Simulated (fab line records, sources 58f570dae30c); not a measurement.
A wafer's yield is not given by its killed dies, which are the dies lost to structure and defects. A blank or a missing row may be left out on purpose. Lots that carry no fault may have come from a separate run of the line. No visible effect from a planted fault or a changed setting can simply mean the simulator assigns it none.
fab line records :: flow berkeley_cmos170
record
  lots=15
  wafers=45
  last_day=12
route steps=331 shown PWELL@49
lots that met no fault: from a run of the same line without faults
start_h: hours from the record's opening day to when the first of the lot's shown wafers began :: wait_h: hours since the lot's step before :: " unchanged from the row above :: L1.1+2: a row that stands for several wafers :: - no value, or no start given :: * or withheld: withheld :: < > ~ a bound
route shown NAME@n: names a module that has steps shown in the file, with the first one's number in the route :: usual: mean/standard deviation taken from wafers without a fault :: same: alike in all rows :: chamber/n: place in a boat :: sites: the reading at each site :: _std_site: the values' standard deviation :: _edge_site: outer sites' mean less inner sites' :: radius_mm: for every site, how far away it sits from the centre of the wafer :: mask NAME#n: copy n :: behind: tool/chamber where the wafer was last shaped :: hold: what put the lot on hold/how long, in hours/how the hold closed :: device: the transistor (n, p or np) that didn't switch :: end of line: tests of these same wafers at the route's end :: for a step that has no rows: nothing shown but its recipe :: killed: at the first sort, the dies lost to defects and structure; wafer yield is something else :: map: the dies of a wafer, with x for killed, . for not killed, _ for no die there
set.NAME: the setting that was run; set.NAME@STEP: the one run at that earlier step :: model.NAME: the simulator's own value behind a step, which no gauge read
steps of the route over a sample of lots; a table a step, a row a wafer
services: from which hour (start_h, from the record's first day; less than 0 if before it) a tool's chamber was out of use, for how many hours, and why
## steps
# step UCB170_PWELL_IMPLANT_15
# recipe
  species=B
  dose_cm2=5e+12
  energy_kev=60
  tilt_deg=7
# usual
  beam_on_s=10.01/0.21
  dose_ions_cm2=5e+12/6.2e+09
  tilt_deg=7.002/0.019
lot.wafer: L116.2
tool: implanter-01
chamber: 0
start_h: 55.66
wait_h: 0.1
beam_on_s: 9.96
dose_ions_cm2: 4.995e+12
tilt_deg: 6.997

lot.wafer: L116.5
tool: implanter-01
chamber: 0
start_h: 55.66
wait_h: 0.1
beam_on_s: 10.15
dose_ions_cm2: 5.004e+12
tilt_deg: 6.997

lot.wafer: L116.6
tool: implanter-01
chamber: 0
start_h: 55.66
wait_h: 0.1
beam_on_s: 10.02
dose_ions_cm2: 5e+12
tilt_deg: 7.023

lot.wafer: L117.1
tool: implanter-01
chamber: 0
start_h: 64.78
wait_h: 0.1
beam_on_s: 9.78
dose_ions_cm2: 5.008e+12
tilt_deg: 6.999

lot.wafer: L117.2
tool: implanter-01
chamber: 0
start_h: 64.78
wait_h: 0.1
beam_on_s: 10.07
dose_ions_cm2: 5.001e+12
tilt_deg: 6.983

lot.wafer: L117.3
tool: implanter-01
chamber: 0
start_h: 64.78
wait_h: 0.1
beam_on_s: 10.18
dose_ions_cm2: 4.997e+12
tilt_deg: 6.975

lot.wafer: L119.1
tool: implanter-01
chamber: 0
start_h: 65.00
wait_h: 0.1
beam_on_s: 9.80
dose_ions_cm2: 5.004e+12
tilt_deg: 6.978

lot.wafer: L119.5
tool: implanter-01
chamber: 0
start_h: 65.00
wait_h: 0.1
beam_on_s: 9.83
dose_ions_cm2: 5.015e+12
tilt_deg: 6.956

lot.wafer: L119.6
tool: implanter-01
chamber: 0
start_h: 65.00
wait_h: 0.1
beam_on_s: 10.07
dose_ions_cm2: 5.014e+12
tilt_deg: 6.991

lot.wafer: L121.1
tool: implanter-04
chamber: 0
start_h: 79.54
wait_h: 0.1
beam_on_s: 9.97
dose_ions_cm2: 4.998e+12
tilt_deg: 6.992

lot.wafer: L121.4
tool: implanter-04
chamber: 0
start_h: 79.54
wait_h: 0.1
beam_on_s: 10.21
dose_ions_cm2: 4.991e+12
tilt_deg: 7.007

lot.wafer: L121.6
tool: implanter-04
chamber: 0
start_h: 79.54
wait_h: 0.1
beam_on_s: 10.22
dose_ions_cm2: 4.99e+12
tilt_deg: 7.003

lot.wafer: L123.3
tool: implanter-02
chamber: 0
start_h: 82.36
wait_h: 0.1
beam_on_s: 10.24
dose_ions_cm2: 5.005e+12
tilt_deg: 7.006

lot.wafer: L123.4
tool: implanter-02
chamber: 0
start_h: 82.36
wait_h: 0.1
beam_on_s: 10.28
dose_ions_cm2: 5.002e+12
tilt_deg: 7.018

lot.wafer: L123.6
tool: implanter-02
chamber: 0
start_h: 82.36
wait_h: 0.1
beam_on_s: 9.88
dose_ions_cm2: 5.004e+12
tilt_deg: 7.000

lot.wafer: L123.3
tool: implanter-02
chamber: 0
start_h: 82.68
wait_h: 0.3
beam_on_s: 10.44
dose_ions_cm2: 4.995e+12
tilt_deg: 7.001

lot.wafer: L123.4
tool: implanter-02
chamber: 0
start_h: 82.68
wait_h: 0.3
beam_on_s: 9.89
dose_ions_cm2: 5e+12
tilt_deg: 7.000

lot.wafer: L123.6
tool: implanter-02
chamber: 0
start_h: 82.68
wait_h: 0.3
beam_on_s: 10.22
dose_ions_cm2: 4.99e+12
tilt_deg: 6.997

lot.wafer: L124.1
tool: implanter-02
chamber: 0
start_h: 86.80
wait_h: 0.1
beam_on_s: 10.25
dose_ions_cm2: 5.001e+12
tilt_deg: 7.016

lot.wafer: L124.3
tool: implanter-02
chamber: 0
start_h: 86.80
wait_h: 0.1
beam_on_s: 9.91
dose_ions_cm2: 5.001e+12
tilt_deg: 7.045

lot.wafer: L124.4
tool: implanter-02
chamber: 0
start_h: 86.80
wait_h: 0.1
beam_on_s: 9.86
dose_ions_cm2: 5.001e+12
tilt_deg: 7.012

lot.wafer: L125.4
tool: implanter-02
chamber: 0
start_h: 93.63
wait_h: 0.1
beam_on_s: 10.04
dose_ions_cm2: 4.99e+12
tilt_deg: 7.025

lot.wafer: L125.5
tool: implanter-02
chamber: 0
start_h: 93.63
wait_h: 0.1
beam_on_s: 10.10
dose_ions_cm2: 4.989e+12
tilt_deg: 6.992

lot.wafer: L125.6
tool: implanter-02
chamber: 0
start_h: 93.63
wait_h: 0.1
beam_on_s: 9.83
dose_ions_cm2: 4.987e+12
tilt_deg: 6.970

lot.wafer: L125.4
tool: implanter-02
chamber: 0
start_h: 93.95
wait_h: 0.3
beam_on_s: 9.95
dose_ions_cm2: 5.008e+12
tilt_deg: 7.011

lot.wafer: L125.5
tool: implanter-02
chamber: 0
start_h: 93.95
wait_h: 0.3
beam_on_s: 10.24
dose_ions_cm2: 5.007e+12
tilt_deg: 6.987

lot.wafer: L125.6
tool: implanter-02
chamber: 0
start_h: 93.95
wait_h: 0.3
beam_on_s: 10.17
dose_ions_cm2: 5.004e+12
tilt_deg: 7.023

lot.wafer: L129.2
tool: implanter-02
chamber: 0
start_h: 112.93
wait_h: 0.1
beam_on_s: 9.76
dose_ions_cm2: 5.014e+12
tilt_deg: 7.013

lot.wafer: L129.5
tool: implanter-02
chamber: 0
start_h: 112.93
wait_h: 0.1
beam_on_s: 10.22
dose_ions_cm2: 5.009e+12
tilt_deg: 6.976

lot.wafer: L129.6
tool: implanter-02
chamber: 0
start_h: 112.93
wait_h: 0.1
beam_on_s: 9.68
dose_ions_cm2: 5.002e+12
tilt_deg: 6.967

lot.wafer: L129.2
tool: implanter-02
chamber: 0
start_h: 113.25
wait_h: 0.3
beam_on_s: 10.13
dose_ions_cm2: 4.997e+12
tilt_deg: 7.023

lot.wafer: L129.5
tool: implanter-02
chamber: 0
start_h: 113.25
wait_h: 0.3
beam_on_s: 9.91
dose_ions_cm2: 4.998e+12
tilt_deg: 7.023

lot.wafer: L129.6
tool: implanter-02
chamber: 0
start_h: 113.25
wait_h: 0.3
beam_on_s: 9.76
dose_ions_cm2: 5.002e+12
tilt_deg: 7.009

lot.wafer: L132.1
tool: implanter-02
chamber: 0
start_h: 127.28
wait_h: 0.1
beam_on_s: 10.10
dose_ions_cm2: 5.003e+12
tilt_deg: 7.035

lot.wafer: L132.5
tool: implanter-02
chamber: 0
start_h: 127.28
wait_h: 0.1
beam_on_s: 10.40
dose_ions_cm2: 4.998e+12
tilt_deg: 7.014

lot.wafer: L132.6
tool: implanter-02
chamber: 0
start_h: 127.28
wait_h: 0.1
beam_on_s: 9.56
dose_ions_cm2: 5.007e+12
tilt_deg: 7.008

lot.wafer: L131.2
tool: implanter-04
chamber: 0
start_h: 127.55
wait_h: 0.1
beam_on_s: 10.29
dose_ions_cm2: 4.999e+12
tilt_deg: 7.013

lot.wafer: L131.3
tool: implanter-04
chamber: 0
start_h: 127.55
wait_h: 0.1
beam_on_s: 10.09
dose_ions_cm2: 5.006e+12
tilt_deg: 6.983

lot.wafer: L131.6
tool: implanter-04
chamber: 0
start_h: 127.55
wait_h: 0.1
beam_on_s: 10.17
dose_ions_cm2: 5.005e+12
tilt_deg: 6.991

lot.wafer: L133.2
tool: implanter-04
chamber: 0
start_h: 134.01
wait_h: 0.1
beam_on_s: 9.87
dose_ions_cm2: 4.993e+12
tilt_deg: 6.981

lot.wafer: L133.3
tool: implanter-04
chamber: 0
start_h: 134.01
wait_h: 0.1
beam_on_s: 10.55
dose_ions_cm2: 4.993e+12
tilt_deg: 7.010

lot.wafer: L133.6
tool: implanter-04
chamber: 0
start_h: 134.01
wait_h: 0.1
beam_on_s: 9.93
dose_ions_cm2: 4.99e+12
tilt_deg: 7.013

lot.wafer: L136.2
tool: implanter-01
chamber: 0
start_h: 149.26
wait_h: 0.1
beam_on_s: 10.14
dose_ions_cm2: 5.001e+12
tilt_deg: 7.022

lot.wafer: L136.4
tool: implanter-01
chamber: 0
start_h: 149.26
wait_h: 0.1
beam_on_s: 10.01
dose_ions_cm2: 4.992e+12
tilt_deg: 7.003

lot.wafer: L136.6
tool: implanter-01
chamber: 0
start_h: 149.26
wait_h: 0.1
beam_on_s: 10.03
dose_ions_cm2: 4.997e+12
tilt_deg: 7.008

lot.wafer: L135.2
tool: implanter-04
chamber: 0
start_h: 149.50
wait_h: 0.1
beam_on_s: 9.70
dose_ions_cm2: 4.995e+12
tilt_deg: 6.978

lot.wafer: L135.3
tool: implanter-04
chamber: 0
start_h: 149.50
wait_h: 0.1
beam_on_s: 10.20
dose_ions_cm2: 5e+12
tilt_deg: 6.965

lot.wafer: L135.6
tool: implanter-04
chamber: 0
start_h: 149.50
wait_h: 0.1
beam_on_s: 10.05
dose_ions_cm2: 5.009e+12
tilt_deg: 7.004

lot.wafer: L137.1
tool: implanter-04
chamber: 0
start_h: 158.78
wait_h: 0.1
beam_on_s: 9.95
dose_ions_cm2: 5.003e+12
tilt_deg: 7.057

lot.wafer: L137.3
tool: implanter-04
chamber: 0
start_h: 158.78
wait_h: 0.1
beam_on_s: 10.13
dose_ions_cm2: 5.004e+12
tilt_deg: 7.005

lot.wafer: L137.4
tool: implanter-04
chamber: 0
start_h: 158.78
wait_h: 0.1
beam_on_s: 9.95
dose_ions_cm2: 5.004e+12
tilt_deg: 7.014

lot.wafer: L138.1
tool: implanter-04
chamber: 0
start_h: 165.39
wait_h: 0.1
beam_on_s: 10.25
dose_ions_cm2: 4.995e+12
tilt_deg: 6.986

lot.wafer: L138.2
tool: implanter-04
chamber: 0
start_h: 165.39
wait_h: 0.1
beam_on_s: 9.73
dose_ions_cm2: 5.005e+12
tilt_deg: 6.978

lot.wafer: L138.4
tool: implanter-04
chamber: 0
start_h: 165.39
wait_h: 0.1
beam_on_s: 10.38
dose_ions_cm2: 5.007e+12
tilt_deg: 6.997
# step UCB170_PWELL_TW_MEAS_17
# usual
  PWELL_TW=382.7/2.8
lot.wafer: L116.2
tool: film_metro-02
chamber: -
start_h: 55.90
wait_h: 0.1
PWELL_TW: 382.0

lot.wafer: L116.5
tool: film_metro-02
chamber: -
start_h: 55.90
wait_h: 0.1
PWELL_TW: 383.3

lot.wafer: L116.6
tool: film_metro-02
chamber: -
start_h: 55.90
wait_h: 0.1
PWELL_TW: 383.1

lot.wafer: L117.1
tool: film_metro-01
chamber: -
start_h: 65.05
wait_h: 0.1
PWELL_TW: 381.9

lot.wafer: L117.2
tool: film_metro-01
chamber: -
start_h: 65.05
wait_h: 0.1
PWELL_TW: 383.7

lot.wafer: L117.3
tool: film_metro-01
chamber: -
start_h: 65.05
wait_h: 0.1
PWELL_TW: 383.0

lot.wafer: L119.1
tool: film_metro-02
chamber: -
start_h: 65.25
wait_h: 0.1
PWELL_TW: 382.1

lot.wafer: L119.5
tool: film_metro-02
chamber: -
start_h: 65.25
wait_h: 0.1
PWELL_TW: 381.3

lot.wafer: L119.6
tool: film_metro-02
chamber: -
start_h: 65.25
wait_h: 0.1
PWELL_TW: 383.2

lot.wafer: L121.1
tool: film_metro-02
chamber: -
start_h: 79.79
wait_h: 0.1
PWELL_TW: 383.9

lot.wafer: L121.4
tool: film_metro-02
chamber: -
start_h: 79.79
wait_h: 0.1
PWELL_TW: 385.0

lot.wafer: L121.6
tool: film_metro-02
chamber: -
start_h: 79.79
wait_h: 0.1
PWELL_TW: 385.5

lot.wafer: L123.3
tool: film_metro-02
chamber: -
start_h: 82.90
wait_h: 0.1
PWELL_TW: 474.3

lot.wafer: L123.4
tool: film_metro-02
chamber: -
start_h: 82.90
wait_h: 0.1
PWELL_TW: 475.7

lot.wafer: L123.6
tool: film_metro-02
chamber: -
start_h: 82.90
wait_h: 0.1
PWELL_TW: 477.0

lot.wafer: L124.1
tool: film_metro-02
chamber: -
start_h: 87.05
wait_h: 0.1
PWELL_TW: 385.3

lot.wafer: L124.3
tool: film_metro-02
chamber: -
start_h: 87.05
wait_h: 0.1
PWELL_TW: 385.0

lot.wafer: L124.4
tool: film_metro-02
chamber: -
start_h: 87.05
wait_h: 0.1
PWELL_TW: 385.2

lot.wafer: L125.4
tool: film_metro-01
chamber: -
start_h: 94.15
wait_h: 0.1
PWELL_TW: 474.4

lot.wafer: L125.5
tool: film_metro-01
chamber: -
start_h: 94.15
wait_h: 0.1
PWELL_TW: 471.7

lot.wafer: L125.6
tool: film_metro-01
chamber: -
start_h: 94.15
wait_h: 0.1
PWELL_TW: 471.4

lot.wafer: L129.2
tool: film_metro-03
chamber: -
start_h: 113.51
wait_h: 0.1
PWELL_TW: 468.4

lot.wafer: L129.5
tool: film_metro-03
chamber: -
start_h: 113.51
wait_h: 0.1
PWELL_TW: 466.5

lot.wafer: L129.6
tool: film_metro-03
chamber: -
start_h: 113.51
wait_h: 0.1
PWELL_TW: 465.9

lot.wafer: L132.1
tool: film_metro-02
chamber: -
start_h: 127.53
wait_h: 0.1
PWELL_TW: 384.0

lot.wafer: L132.5
tool: film_metro-02
chamber: -
start_h: 127.53
wait_h: 0.1
PWELL_TW: 382.6

lot.wafer: L132.6
tool: film_metro-02
chamber: -
start_h: 127.53
wait_h: 0.1
PWELL_TW: 381.5

lot.wafer: L131.2
tool: film_metro-01
chamber: -
start_h: 127.78
wait_h: 0.1
PWELL_TW: 382.6

lot.wafer: L131.3
tool: film_metro-01
chamber: -
start_h: 127.78
wait_h: 0.1
PWELL_TW: 384.1

lot.wafer: L131.6
tool: film_metro-01
chamber: -
start_h: 127.78
wait_h: 0.1
PWELL_TW: 385.2

lot.wafer: L133.2
tool: film_metro-02
chamber: -
start_h: 134.25
wait_h: 0.1
PWELL_TW: 384.0

lot.wafer: L133.3
tool: film_metro-02
chamber: -
start_h: 134.25
wait_h: 0.1
PWELL_TW: 383.8

lot.wafer: L133.6
tool: film_metro-02
chamber: -
start_h: 134.25
wait_h: 0.1
PWELL_TW: 383.6

lot.wafer: L136.2
tool: film_metro-01
chamber: -
start_h: 149.58
wait_h: 0.2
PWELL_TW: 380.0

lot.wafer: L136.4
tool: film_metro-01
chamber: -
start_h: 149.58
wait_h: 0.2
PWELL_TW: 380.9

lot.wafer: L136.6
tool: film_metro-01
chamber: -
start_h: 149.58
wait_h: 0.2
PWELL_TW: 380.6

lot.wafer: L135.2
tool: film_metro-03
chamber: -
start_h: 149.73
wait_h: 0.1
PWELL_TW: 378.9

lot.wafer: L135.3
tool: film_metro-03
chamber: -
start_h: 149.73
wait_h: 0.1
PWELL_TW: 379.5

lot.wafer: L135.6
tool: film_metro-03
chamber: -
start_h: 149.73
wait_h: 0.1
PWELL_TW: 380.8

lot.wafer: L137.1
tool: film_metro-02
chamber: -
start_h: 159.03
wait_h: 0.1
PWELL_TW: 386.7

lot.wafer: L137.3
tool: film_metro-02
chamber: -
start_h: 159.03
wait_h: 0.1
PWELL_TW: 387.4

lot.wafer: L137.4
tool: film_metro-02
chamber: -
start_h: 159.03
wait_h: 0.1
PWELL_TW: 387.1

lot.wafer: L138.1
tool: film_metro-02
chamber: -
start_h: 165.64
wait_h: 0.1
PWELL_TW: 388.5

lot.wafer: L138.2
tool: film_metro-02
chamber: -
start_h: 165.64
wait_h: 0.1
PWELL_TW: 385.5

lot.wafer: L138.4
tool: film_metro-02
chamber: -
start_h: 165.64
wait_h: 0.1
PWELL_TW: 384.4
## services
tool: implanter-04
chamber: -
start_h: 33.22
hours: 5.1
kind: repair

tool: implanter-04
chamber: -
start_h: 48.43
hours: 2.4
kind: pm

tool: implanter-04
chamber: -
start_h: 51.25
hours: 15.6
kind: repair

tool: implanter-04
chamber: -
start_h: 98.40
hours: 1.2
kind: repair

tool: implanter-02
chamber: -
start_h: 101.16
hours: 1.4
kind: repair

tool: implanter-01
chamber: -
start_h: 105.72
hours: 5.2
kind: repair
## key
first_sign
  step=UCB170_PWELL_IMPLANT_15
  reading=visit
  direction=added
effect
  step=UCB170_PWELL_TW_MEAS_17
  reading=PWELL_TW
  direction=up
  sigmas=32
  usual=382.7
  struck=471.7
met_at UCB170_PWELL_IMPLANT_15
struck_lots L123,L125,L129
rows_end L125.4,L125.5,L125.6
tester_left_out L123,L129
fault
  kind=repeated_step_whole
  tool=implanter-01,implanter-02,implanter-04
  chamber=-
  onset_h=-
  steps=UCB170_PWELL_IMPLANT_15
  times=1
  scope=struck_lots_only
# tester_left_out: of these lots the tester's yield and bins aren't shown, on N5 and GAA mostly nor the transistor test; their killed dies are dies lost to structure and defects alone, not to doping, threshold or leakage, so they don't give the yield
# rows_end: these wafers met a further fault down the route, and their rows from its step on are left out
